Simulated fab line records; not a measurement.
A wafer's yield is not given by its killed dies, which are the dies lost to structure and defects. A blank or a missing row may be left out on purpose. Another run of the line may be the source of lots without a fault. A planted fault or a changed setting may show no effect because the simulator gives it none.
fab line records + flow berkeley-cmos170
[record]
- lots = 14
- wafers = 42
- last-day = 12
route steps=331 shown FIELD@90
lots untouched by any fault: they come from a run of this same line in which no faults occurred
start-h: hours from the record's first day to the start of the lot's first wafer shown + wait-h: hours from the lot's prior step to this one + " the same as in the row above + L1.1+2: a single row standing in for several wafers + - no value, or no start was given + * or withheld: withheld + < > ~ a bound
route shown NAME@n: a module of which the file shows steps, and the number in the route of the first + usual: mean and standard deviation over wafers with no fault + same: alike in all rows + chamber/n: place in a boat + sites: readings site by site + _std_site: standard deviation of those values + _edge_site: mean of outer sites minus mean of inner sites + radius-mm: how far each site lies from the wafer's centre + mask NAME#n: copy n + behind: the last tool/chamber to shape the wafer + hold: what put the lot on hold/how long, in hours/how the hold closed + device: the transistor (n, p or np) that didn't switch + end of line: at the end of the route, the tests of the same wafers + step lacking rows: just its recipe + killed: dies lost to structure and defects at the first sort, not the wafer's yield + map: shows each die of a wafer: x if killed, . if not, _ if none is there
set.NAME: setting as actually run; set.NAME@STEP: the setting as run at that earlier step + model.NAME: the simulator's own value behind a step, which no gauge read
steps of the route over a sample of lots; a table a step, a row a wafer
services: a tool's chamber out of use, with start hour (start-h, from the record's first day; less than 0 if before it), hours out, and reason
[[steps]]
[step UCB170_FIELD_OXIDATION_01]
[recipe]
- temp-c = 1000
- ambient = H2O
- p-h2o-torr = 584.62
- target-thk-a = 5583
- ox-time-s = 7200
[usual]
- ox-temp-c = 1000.0/0.47
- ox-temp-c-max = 1005.3/2.1
| lot.wafer | tool       | chamber | start-h | wait-h | ox-temp-c | ox-temp-c-max |
|-----------|------------|---------|---------|--------|-----------|---------------|
| L502.3    | furnace-04 | 0       | 81.42   | 3.7    | 1000.1    | 1004.4        |
| L502.4    | "          | 0       | "       | "      | 1000.3    | 1004.5        |
| L502.5    | "          | 0       | "       | "      | 1000.3    | 1004.4        |
| L504.1    | furnace-03 | 0       | 93.11   | 3.8    | 999.9     | 1004.1        |
| L504.5    | "          | 0       | "       | "      | 999.4     | 1002.4        |
| L504.6    | "          | 0       | "       | "      | 999.2     | 1002.0        |
| L505.3    | furnace-01 | 0       | 100.54  | 3.6    | 1000.1    | 1008.8        |
| L505.5    | "          | 0       | "       | "      | 1000.3    | 1006.8        |
| L505.6    | "          | 0       | "       | "      | 1000.7    | 1009.3        |
| L506.1    | furnace-01 | 0       | 106.46  | 2.9    | 1000.0    | 1007.6        |
| L506.5    | "          | 0       | "       | "      | 999.8     | 1007.4        |
| L506.6    | "          | 0       | "       | "      | 1000.0    | 1009.3        |
| L507.1    | furnace-01 | 0       | 106.46  | 2.9    | 999.7     | 1008.2        |
| L507.3    | "          | 0       | "       | "      | 1000.1    | 1007.3        |
| L507.6    | "          | 0       | "       | "      | 999.9     | 1006.5        |
| L508.3    | furnace-01 | 0       | 118.56  | 2.1    | 999.0     | 1005.3        |
| L508.4    | "          | 0       | "       | "      | 1000.6    | 1008.3        |
| L508.6    | "          | 0       | "       | "      | 999.8     | 1006.0        |
| L510.1    | furnace-01 | 0       | 128.56  | 3.5    | 1000.0    | 1006.5        |
| L510.4    | "          | 0       | "       | "      | 1000.1    | 1010.4        |
| L510.5    | "          | 0       | "       | "      | 1000.4    | 1006.1        |
| L513.2    | furnace-04 | 0       | 140.09  | 0.1    | 999.8     | 1005.1        |
| L513.4    | "          | 0       | "       | "      | 999.5     | 1003.1        |
| L513.5    | "          | 0       | "       | "      | 999.5     | 1002.8        |
| L514.1    | furnace-01 | -       | 146.65  | 0.0    | -         | -             |
| L514.3    | "          | -       | "       | "      | -         | -             |
| L514.6    | "          | -       | "       | "      | -         | -             |
| L515.3    | furnace-01 | -       | 146.65  | 0.0    | -         | -             |
| L515.4    | "          | -       | "       | "      | -         | -             |
| L515.6    | "          | -       | "       | "      | -         | -             |
| L517.1    | furnace-03 | 0       | 168.88  | 2.3    | 1000.3    | 1006.3        |
| L517.2    | "          | 0       | "       | "      | 999.3     | 1004.1        |
| L517.6    | "          | 0       | "       | "      | 999.7     | 1003.8        |
| L520.1    | furnace-03 | 0       | 174.71  | 2.7    | 999.7     | 1003.4        |
| L520.3    | "          | 0       | "       | "      | 999.9     | 1003.1        |
| L520.4    | "          | 0       | "       | "      | 999.6     | 1003.5        |
| L524.2    | furnace-03 | 0       | 191.89  | 0.6    | 999.6     | 1003.8        |
| L524.4    | "          | 0       | "       | "      | 1000.2    | 1003.8        |
| L524.5    | "          | 0       | "       | "      | 999.5     | 1003.8        |
| L525.1    | furnace-03 | 0       | 191.89  | 0.4    | 1000.1    | 1003.2        |
| L525.2    | "          | 0       | "       | "      | 999.9     | 1003.6        |
| L525.4    | "          | 0       | "       | "      | 999.9     | 1003.5        |
[[services]]
| tool       | chamber | start-h | hours | kind |
|------------|---------|---------|-------|------|
| furnace-04 | -       | 75.10   | 3.7   | pm   |
| furnace-01 | -       | 75.60   | 3.4   | pm   |
| furnace-03 | -       | 105.58  | 3.6   | pm   |
| furnace-04 | -       | 160.19  | 4.8   | pm   |
[[key]]
[first-sign]
- step = UCB170_FIELD_OXIDATION_01
- reading = tool-record
- direction = missing
effect none on later readings
met-at UCB170_FIELD_OXIDATION_01
struck-lots L514,L515
later-rows-left-out L514.1,L514.3,L514.6,L515.3,L515.4,L515.6
sort-left-out L514.1,L514.3,L514.6,L515.3,L515.4,L515.6
tester-left-out L514,L515
onset-between 128.56 146.65
[fault]
- kind = skipped-step-whole
- tool = furnace-01
- chamber = -
- onset-h = 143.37
- steps = UCB170_FIELD_OXIDATION_01
- scope = struck-lots-only
// tester-left-out: of these lots the tester's yield and bins aren't shown, on N5 and GAA mostly nor the transistor test; their killed dies are dies lost to structure and defects alone, not to doping, threshold or leakage, so they don't give the yield
// sort-left-out: the simulated sort isn't trusted on such a fault, so these wafers' sort isn't shown, and their yield isn't known
// later-rows-left-out: the simulator's readings of these wafers behind a module that went badly wrong aren't trusted and aren't shown, but for the sort
